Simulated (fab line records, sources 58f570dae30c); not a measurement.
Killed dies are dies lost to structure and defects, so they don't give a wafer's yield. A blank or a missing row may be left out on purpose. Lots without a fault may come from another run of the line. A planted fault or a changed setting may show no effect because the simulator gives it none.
A struck lot beside a sound one | flow berkeley_cmos170 | 14 steps out of a route of 331
Sound: wafers L351.1, L351.2, L351.6. Struck: wafers L363.1, L363.3, L363.4. The cause comes at the end.
At each step with rows: each side's tool, then ch and its chambers, then its first start. Under that, the readings that differ: sound wafers | struck wafers | difference of the means | sigmas: that difference in standard deviations of wafers without a fault.
alike: readings whose means differ by less than 2 such deviations, and words and numbers that are the same on both sides. not compared: withheld readings, readings that some wafer has no value for, bounds like >300 that may hide the same value, and numbers for which the record gives no deviation and whose values overlap.
The two part at a step that has a row with sigmas, a row that says differs or no value, or rows on one side only. Numbers that don't overlap but have no deviation are shown without sigmas and don't part them. A reading that every wafer of one side lacks parts them only if that side has two wafers or more.

first, 2 steps without rows for these wafers: UCB170_NLDD_IMPLANT_08; UCB170_NLDD_IMPLANT_09.
UCB170_NLDD_STRIP_10: strips in O2.
  sound on plasma_asher-02 ch 0,1, day 7 13:50; struck on plasma_asher-04 ch 0,1, day 10 06:31
  alike: drypump_motor_current_A, oes_product_au, strip_time_to_endpoint_s
  not compared: rf_hours_counter_h
UCB170_NLDD_TW_MEAS_11:
  sound on film_metro-03, day 7 13:56; struck on film_metro-01, day 10 06:37
  alike: NLDD_TW
then, 1 step without rows for these wafers: UCB170_NLDD_CLEAN_12 (cleans in SPM, time 600 s).
UCB170_SPACER_CVD_00: deposits SiO2 from TEOS/O2, target thk 376 nm, time 47 s.
  sound on pecvd-04 ch 1,2, day 7 14:59; struck on pecvd-04 ch 0,1,2, day 10 06:52
  alike: heater_power_w
UCB170_SPACER_THK_MEAS_01:
  sound on film_metro-04, day 7 15:02; struck on film_metro-02, day 10 06:54
  alike: SPACER_TEOS_THK
then, 1 step without rows for these wafers: UCB170_SPACER_ANNEAL_02 (time 1800 s).
UCB170_SPACER_ETCHBACK_03: etches SiO2 in CHF3/CF4/Ar, stops on Si, target depth 376 nm, time 100 s.
  sound on rie_diel-04 ch 0,1, day 7 18:58; struck on rie_diel-04 ch 0,1,3, day 10 09:44
  alike: drypump_motor_current_A, oes_product_au, throttle_valve_pct
  not compared: rf_hours_counter_h
then, 3 steps without rows for these wafers: UCB170_PSD_HMDS_00 (prime time 60 s); UCB170_PSD_COAT_01 (resist thk 900 nm); UCB170_PSD_SOFTBAKE_02 (time 60 s).
UCB170_PSD_EXPOSE_03: exposes mask PSELECT MOD, target cd 1200 nm.
  sound on krf_scanner-01 ch 0, day 7 19:29; struck on krf_scanner-01, day 10 10:46
  no value came back on the struck wafers for exposure_dose_mJ_cm2, focus_offset_nm (nm), reticle_temp_C (C); on the sound wafers exposure_dose_mJ_cm2 reads 31.04 31.05 31.07
  alike: mask
then, 1 step without rows for these wafers: UCB170_PSD_PEB_04.

WHERE THEY PART
Only at UCB170_PSD_EXPOSE_03, within this record.

WHY: what the simulator had put in
Skipped step whole: krf_scanner-01, from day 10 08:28 on, at UCB170_PSD_EXPOSE_03. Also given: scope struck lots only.
